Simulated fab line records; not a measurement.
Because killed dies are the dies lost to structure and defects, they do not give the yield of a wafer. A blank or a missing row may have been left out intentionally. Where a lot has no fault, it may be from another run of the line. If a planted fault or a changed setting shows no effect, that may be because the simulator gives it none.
A struck lot beside a sound one | flow rit-cmos | 21 steps out of a route of 202
Sound: wafers L483.3, L483.4, L483.5. Wafers struck: L485.1, L485.3, L485.5. The cause is named last.
At each step with rows: each side's tool, then ch and its chambers, then its first start. Under that, the readings that differ: sound wafers | struck wafers | difference of the means | sigmas: that difference in standard deviations of wafers without a fault.
alike: readings whose means differ by less than 2 such deviations, and words and numbers that are the same on both sides. not compared: withheld readings, readings that some wafer has no value for, bounds like >300 that may hide the same value, and numbers for which the record gives no deviation and whose values overlap.
Wherever a step has rows on one side only, a row that says differs or no value, or a row with sigmas, the two part there. Non-overlapping numbers with no deviation appear without sigmas and do not part them. Lack of a reading on every wafer of one side parts them only where that side has two or more wafers.

first, 2 steps without rows for these wafers: RIT_NSD_HARDBAKE_07 (time 60 s); RIT_NSD_IMPLANT_08.
RIT_NSD_STRIP_09: strips in O2, time 180 s.
  sound on plasma-asher-01 ch 0,1, day 6 10:51; struck on plasma-asher-03 ch 0,1, day 6 20:58
  alike: drypump-motor-current-A, o2-flow-sccm
  not compared: rf-hours-counter-h
RIT_NSD_TW_MEAS_10:
  struck on film-metro-02, day 6 21:08; sound on film-metro-03, day 6 10:59
  alike: NSD_TW
then, 6 steps without rows for these wafers: RIT_PSD_HMDS_00 (prime time 60 s); RIT_PSD_COAT_01 (resist thk 1000 nm); RIT_PSD_SOFTBAKE_02 (time 60 s); RIT_PSD_EXPOSE_03 (exposes mask M10, target cd 40900 nm); RIT_PSD_PEB_04; RIT_PSD_DEVELOP_05 (develop time 50 s).
RIT_PSD_OVL_MEAS_06:
  struck on overlay-02, day 6 22:16; sound on overlay-01, day 6 11:53
  alike: PSD_OVL
then, 1 step without rows for these wafers: RIT_PSD_HARDBAKE_07 (time 60 s).
RIT_PSD_IMPLANT_08:
  sound on implanter-03 ch 0, day 6 12:08; struck on implanter-02 ch 0, day 6 22:27
  reading                   | sound                | struck               | difference | sigmas
  beam-energy-keV           | 26.985 26.998 26.998 | 30.511 30.496 30.510 | +3.512     | +99 or more
  model.implant.rp-nm (nm)  | 21.41 21.41 21.41    | 23.65 23.65 23.65    | +2.24      |
  model.implant.drp-nm (nm) | 12.05 12.05 12.05    | 13.13 13.13 13.13    | +1.08      |
RIT_PSD_STRIP_09: strips in O2, time 180 s.
  sound on plasma-asher-01 ch 0,1, day 6 12:18; struck on plasma-asher-01 ch 0, day 6 22:36
  alike: drypump-motor-current-A, o2-flow-sccm
  not compared: rf-hours-counter-h
RIT_PSD_TW_MEAS_10:
  struck on film-metro-03, day 6 23:00; sound on film-metro-04, day 6 12:26
  reading | sound          | struck         | difference | sigmas
  PSD_TW  | 3429 3420 3417 | 3571 3568 3555 | +143       | +7
  not compared: hold
then, 2 steps without rows for these wafers: RIT_SDANNEAL_CLEAN_01 (cleans in dHF, time 30 s); RIT_SDANNEAL_CLEAN_02 (cleans in SC2, time 600 s).
RIT_SDANNEAL_RTA_03: time 5 s.
  sound on rtp-anneal-02 ch 0, day 6 12:52; struck on rtp-anneal-02 ch 0, day 7 01:16
  alike: wafer_temp_C_max
RIT_SDANNEAL_RS_MEAS_04: uses a four-point probe to measure.
  struck on film-metro-02, day 7 01:36; sound on film-metro-03, day 6 12:56
  reading         | sound                | struck               | difference | sigmas
  PSD_RS (ohm/sq) | 115.73 115.82 115.64 | 109.10 109.02 108.97 | -6.70      | -23
  not compared: hold
RIT_SDANNEAL_RS_MEAS_05: uses a four-point probe to measure.
  struck on film-metro-02, day 7 04:25; sound on film-metro-03, day 6 13:04
  reading | sound | struck                                                                     | difference                   | sigmas
  hold    | - - - | await-dispo/2.6h/release await-dispo/2.6h/release await-dispo/2.6h/release | no value on the sound wafers |
  alike: NSD_RS
RIT_M1_PROBE_99:
  struck on prober-02, day 7 12:22; sound on prober-02, day 6 21:52
  reading            | sound | struck | difference | sigmas
  killed_at_M0_to_M3 | 0 0 0 | 0 0 1  | +0         | +3
  alike: killed-at-contacts, killed-at-front-end, killed-dies, killed-open, killed-short

== WHERE THEY PART ==
Last at RIT_M1_PROBE_99 as far as this record goes, first at RIT_PSD_IMPLANT_08.

WHY: what had been put in by the simulator
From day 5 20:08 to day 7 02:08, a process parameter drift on implanter-02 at RIT_PSD_IMPLANT_08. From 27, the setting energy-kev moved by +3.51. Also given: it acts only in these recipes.
